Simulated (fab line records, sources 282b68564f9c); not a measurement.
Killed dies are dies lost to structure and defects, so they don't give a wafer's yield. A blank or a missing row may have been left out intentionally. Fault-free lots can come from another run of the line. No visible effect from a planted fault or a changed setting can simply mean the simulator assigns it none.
Split-lot trial :: flow ritCmos :: 5 lots, 23 wafers read, on a route of 202 steps

== THE SPLIT ITSELF ==
At RIT_NWELL_IMPLANT_08, the setting energyKev was moved away from the recipe's 170 on 9 of the 23 wafers read, by -3.8% to +5.1%. For the rest of the wafers, this setting stayed at what the recipe calls for.

The split's own step is where the reading is taken.

== THE READING ==
In nm, at RIT_NWELL_IMPLANT_08: implant.drpNm, which is the simulator's own figure and was read by no gauge. No usual value for it is given in the file.

wafer: L074.1
tool, chamber at the split: implanter-03, 0
energyKev as run: 166.7
against the recipe: -1.9%
implant.drpNm, nm: 67.84
against lot-mates on the recipe: -0.98

wafer: L074.4
tool, chamber at the split: implanter-03, 0
energyKev as run: 166.7
against the recipe: -1.9%
implant.drpNm, nm: 67.84
against lot-mates on the recipe: -0.98

wafer: L074.5
tool, chamber at the split: implanter-03, 0
energyKev as run: 166.7
against the recipe: -1.9%
implant.drpNm, nm: 67.84
against lot-mates on the recipe: -0.98

wafer: L074.3
tool, chamber at the split: implanter-03, 0
energyKev as run: 170
against the recipe: recipe
implant.drpNm, nm: 68.82
against lot-mates on the recipe: -

wafer: L074.6
tool, chamber at the split: implanter-03, 0
energyKev as run: 170
against the recipe: recipe
implant.drpNm, nm: 68.82
against lot-mates on the recipe: -

wafer: L078.2
tool, chamber at the split: implanter-01, 0
energyKev as run: 170
against the recipe: recipe
implant.drpNm, nm: 68.82
against lot-mates on the recipe: -

wafer: L078.4
tool, chamber at the split: implanter-01, 0
energyKev as run: 170
against the recipe: recipe
implant.drpNm, nm: 68.82
against lot-mates on the recipe: -

wafer: L078.6
tool, chamber at the split: implanter-01, 0
energyKev as run: 170
against the recipe: recipe
implant.drpNm, nm: 68.82
against lot-mates on the recipe: -

wafer: L079.1
tool, chamber at the split: implanter-04, 0
energyKev as run: 170
against the recipe: recipe
implant.drpNm, nm: 68.82
against lot-mates on the recipe: -

wafer: L079.2
tool, chamber at the split: implanter-04, 0
energyKev as run: 170
against the recipe: recipe
implant.drpNm, nm: 68.82
against lot-mates on the recipe: -

wafer: L079.3
tool, chamber at the split: implanter-04, 0
energyKev as run: 170
against the recipe: recipe
implant.drpNm, nm: 68.82
against lot-mates on the recipe: -

wafer: L079.4
tool, chamber at the split: implanter-04, 0
energyKev as run: 167.4
against the recipe: -1.5%
implant.drpNm, nm: 68.04
against lot-mates on the recipe: -0.78

wafer: L079.5
tool, chamber at the split: implanter-04, 0
energyKev as run: 167.4
against the recipe: -1.5%
implant.drpNm, nm: 68.04
against lot-mates on the recipe: -0.78

wafer: L081.1
tool, chamber at the split: implanter-01, 0
energyKev as run: 178.6
against the recipe: +5.1%
implant.drpNm, nm: 71.42
against lot-mates on the recipe: +2.60

wafer: L081.2
tool, chamber at the split: implanter-01, 0
energyKev as run: 178.6
against the recipe: +5.1%
implant.drpNm, nm: 71.42
against lot-mates on the recipe: +2.60

wafer: L081.4
tool, chamber at the split: implanter-01, 0
energyKev as run: 170
against the recipe: recipe
implant.drpNm, nm: 68.82
against lot-mates on the recipe: -

wafer: L081.5
tool, chamber at the split: implanter-01, 0
energyKev as run: 170
against the recipe: recipe
implant.drpNm, nm: 68.82
against lot-mates on the recipe: -

wafer: L081.6
tool, chamber at the split: implanter-01, 0
energyKev as run: 170
against the recipe: recipe
implant.drpNm, nm: 68.82
against lot-mates on the recipe: -

wafer: L084.1
tool, chamber at the split: implanter-01, 0
energyKev as run: 163.5
against the recipe: -3.8%
implant.drpNm, nm: 66.88
against lot-mates on the recipe: -1.94

wafer: L084.2
tool, chamber at the split: implanter-01, 0
energyKev as run: 163.5
against the recipe: -3.8%
implant.drpNm, nm: 66.88
against lot-mates on the recipe: -1.94

wafer: L084.3
tool, chamber at the split: implanter-01, 0
energyKev as run: 170
against the recipe: recipe
implant.drpNm, nm: 68.82
against lot-mates on the recipe: -

wafer: L084.4
tool, chamber at the split: implanter-01, 0
energyKev as run: 170
against the recipe: recipe
implant.drpNm, nm: 68.82
against lot-mates on the recipe: -

wafer: L084.6
tool, chamber at the split: implanter-01, 0
energyKev as run: 170
against the recipe: recipe
implant.drpNm, nm: 68.82
against lot-mates on the recipe: -

THE FIT
A straight line over all 23 wafers: implant.drpNm changes by +0.511 nm for each +1% of energyKev; r = +1.00; the points scatter about the line by 0.0064 nm.
The same after taking each lot's own level away (the mean of its wafers on the recipe; 23 wafers): +0.511 nm for each +1%; r = +1.00; scatter 0.0064 nm.
The reading moves by 2.6 nm for the largest change in energyKev, on that fit.
The lots' own levels span 68.820 to 68.820 nm.
Hence the lot-to-lot level has little effect on the slope; both slopes agree.
Check: +2.58 nm against its lot-mates is what the line predicts for one of the wafers moved furthest among these (+5.1%) when that wafer is left out of the fit. It came out at +2.6 nm against them.

== OTHER SPLITS ON THESE WAFERS ==
Before the reading, these wafers also passed through other splits. Each is held against what the fit with the lots' levels taken away leaves over:
other split on the same wafers: RIT_NWELL_COAT_01 spinRpm
wafers away from the commonest value: 5
r with implant.drpNm (lot level and that fit taken away): +0.15

== THE WHOLE CHAIN: every reading that the file lists as answering this split, in the file's order ==
step: RIT_NWELL_IMPLANT_08
what it does: 
reading: implant.rpNm (the simulator's own value, which no gauge read)
change (the file's fit): +2.19 nm for each +1% of the setting
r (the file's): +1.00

step: RIT_NWELL_IMPLANT_08
what it does: 
reading: implant.drpNm (the simulator's own value, which no gauge read)
change (the file's fit): +0.511 nm for each +1% of the setting
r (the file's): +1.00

== THE FILE'S OWN FIT ==
implant.drpNm changes by +0.511 nm for each +1% of energyKev, r = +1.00.
